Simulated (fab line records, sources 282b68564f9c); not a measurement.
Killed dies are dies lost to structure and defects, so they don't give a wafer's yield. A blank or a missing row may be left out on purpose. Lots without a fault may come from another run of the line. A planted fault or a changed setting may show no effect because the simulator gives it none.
Problem report in the 8D (eight disciplines) form, filled by code | flow rit_cmos | the parts of the form that need people (team, actions taken, sign-off) are left out

1. THE PROBLEM
run_length_s at RIT_CONTACT_ETCH_11 reads a mean of 400.5 s on 1 wafer of 1 lot; wafers without a fault read 348.5 s with a standard deviation of 0.46. That is +99 or more standard deviations from the usual mean.
The step: etches SiO2 in CHF3/CF4/Ar, stops on TiSi2, target depth 480 nm, time 320 s.
First seen on wafer L454.6, day 4 06:28, on rie_diel-04. The record holds 15 wafers of 5 lots with a number at this step. Rule for "out", or "out of limits": more than 4 standard deviations from the usual mean. The other wafers with a number count as sound.

2. WHAT IT IS AND WHAT IT IS NOT
question                    | is               | is not
which readings at this step | run_length_s     | O2_flow_sccm, drypump_motor_current_A, oes_product_au, throttle_valve_pct
which lots                  | L454             | L464, L468, L470, L471
which wafers of those lots  | L454.6           | L454.1, L454.4
read on which tools         | rie_diel-04      | rie_diel-03
when                        | from day 4 06:28 | up to then (2 sound wafers); but 12 sound wafers of L464, L468, L470, L471 came after

3. SUSPECTS, AND WHAT RULES EACH OUT
Counting: a tool at a process step up to the reading stays a suspect if it ran every lot that is out. Sound lots after the first of them don't rule it out here, since some wafers of a struck lot are sound.
- rtp_anneal-01 at RIT_SILICIDE_RTA_06 (time 10 s, ramp up 5 s, ramp down 10 s): kept. It ran the lot that is out, L454 (day 4 04:53).
- pecvd-02 at RIT_CONTACT_CVD_00 (deposits SiO2 from TEOS, target thk 400 nm, time 63.48 s): kept. It ran the lot that is out, L454 (day 4 04:58).
- rie_diel-04 at RIT_CONTACT_ETCH_11 (etches SiO2 in CHF3/CF4/Ar, stops on TiSi2, target depth 480 nm, time 320 s): kept. It ran the lot that is out, L454 (day 4 06:28). Its own readings are out on those wafers: run_length_s.
- Within rie_diel-04 at RIT_CONTACT_ETCH_11: the wafers that are out ran in chamber 2; their sound lot-mates ran in chambers 1, 3.
Left after counting: rtp_anneal-01 at RIT_SILICIDE_RTA_06, pecvd-02 at RIT_CONTACT_CVD_00, rie_diel-04 at RIT_CONTACT_ETCH_11.

4. THE CAUSE (what the simulator had put in)
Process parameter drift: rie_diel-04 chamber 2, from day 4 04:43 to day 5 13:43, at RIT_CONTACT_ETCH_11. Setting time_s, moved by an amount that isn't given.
Counting left 3 suspects, and this tool is among them.

5. THE CHAIN OF EFFECTS, in route order
Each row: a reading whose mean over the struck wafers that have a number lies more than 3 standard deviations from the usual. Only readings for which the record gives a usual standard deviation are gone through. hours: the time from each lot's start at the first step in this table that gives one to its start at this step, as a median over the lots. sigmas: the change in usual standard deviations.
hours | step                | reading      | usual   | on struck wafers | change | sigmas
0     | RIT_CONTACT_ETCH_11 | run_length_s | 348.5 s | 400.5            | +52.0  | +99 or more
The process steps in it:
- RIT_CONTACT_ETCH_11: etches SiO2 in CHF3/CF4/Ar, stops on TiSi2, target depth 480 nm, time 320 s.

6. WHAT WOULD HAVE CAUGHT IT SOONER
In this record the first reading out of limits was taken at day 4 06:28, 2 hours after the fault began at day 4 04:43.
